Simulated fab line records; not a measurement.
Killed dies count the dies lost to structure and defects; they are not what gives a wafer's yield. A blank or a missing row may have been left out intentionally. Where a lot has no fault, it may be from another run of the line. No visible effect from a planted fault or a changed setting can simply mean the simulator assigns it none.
Problem report in the 8D (eight disciplines) form, filled by code    flow rit_cmos    the parts of the form that need people (team, actions taken, sign-off) are left out

## 1. WHAT IS WRONG
ACTIVE_OXIDE_THK at RIT_ACTIVE_THK_MEAS_02 reads a mean of 28.9 nm on 6 wafers of 2 lots; wafers without a fault read 46.7 nm with a standard deviation of 0.76. That is -23 standard deviations from the usual mean.
The first sign was on wafer L650.1 at day 3 21:15, on film_metro-02. The record has a number at this step for 42 wafers belonging to 14 lots. Rule for "out" (also "out of limits"): further than 4 standard deviations from the usual mean. All remaining wafers that have a number are taken as sound.

## 2. WHAT IT IS AND WHAT IT IS NOT
question                     is                            is not
which readings at this step  ACTIVE_OXIDE_THK              -
which lots                   L650, L651                    L639, L641, L642, L643, L644, L645, L646, L647, L654, L657, L660, L662
which wafers of those lots   all that have a number        -
read on which gauges         film_metro-02, film_metro-04  film_metro-01
when                         from day 3 21:15              up to then (24 sound wafers); but 12 sound wafers of L654, L657, L660, L662 came after

## 3. SUSPECTS, AND WHAT RULES EACH OUT
Counting: a tool at a process step up to the reading stays a suspect if it ran every lot that is out and no sound lot after the first of them.
- the gauge at RIT_ACTIVE_THK_MEAS_02: ruled out. The wafers that are out were read on 2 gauges (film_metro-02, film_metro-04).
- furnace-03 at RIT_ACTIVE_OXIDATION_01 (target thk 46.8 nm, ox time 3360 s): kept. It processed each lot that is out, first L650 at day 3 19:19, and no sound lot thereafter; up to then, the last sound lot it processed was L645 at day 2 17:28.
The count leaves furnace-03 at RIT_ACTIVE_OXIDATION_01.

## 4. THE CAUSE (what the simulator had put in)
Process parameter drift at RIT_ACTIVE_OXIDATION_01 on furnace-03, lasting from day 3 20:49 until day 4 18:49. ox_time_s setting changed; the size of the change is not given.
After counting, this tool was the only one left.

## 5. THE EFFECT CHAIN, in route order
Rows list readings where the struck wafers' mean (over those with a number) sits beyond 3 standard deviations from the usual. Only readings for which the record gives a usual standard deviation are gone through. hours: the time from each lot's start at the first step in this table that gives one to its start at this step, as a median over the lots. sigmas: the change in usual standard deviations.
hours  step                    reading           usual    on struck wafers  change  sigmas
0      RIT_ACTIVE_THK_MEAS_02  ACTIVE_OXIDE_THK  46.7 nm  28.9              -17.8   -23
Later measuring or inspecting steps at which every struck wafer that the step has a row for has a number for every such reading, and none has moved that far: RIT_SILICIDE_RS_MEAS_02, RIT_SILICIDE_THK_MEAS_03.

## 6. WHAT WOULD HAVE CAUGHT IT SOONER
0 hours passed between the start of the fault at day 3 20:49 and the first reading out of limits at a measuring or inspecting step in this record, taken at day 3 21:15.
Lots out: 2; of these, L651 started RIT_ACTIVE_OXIDATION_01 on furnace-03 after day 3 21:15. Had the tool been put on hold then, it would have been spared.
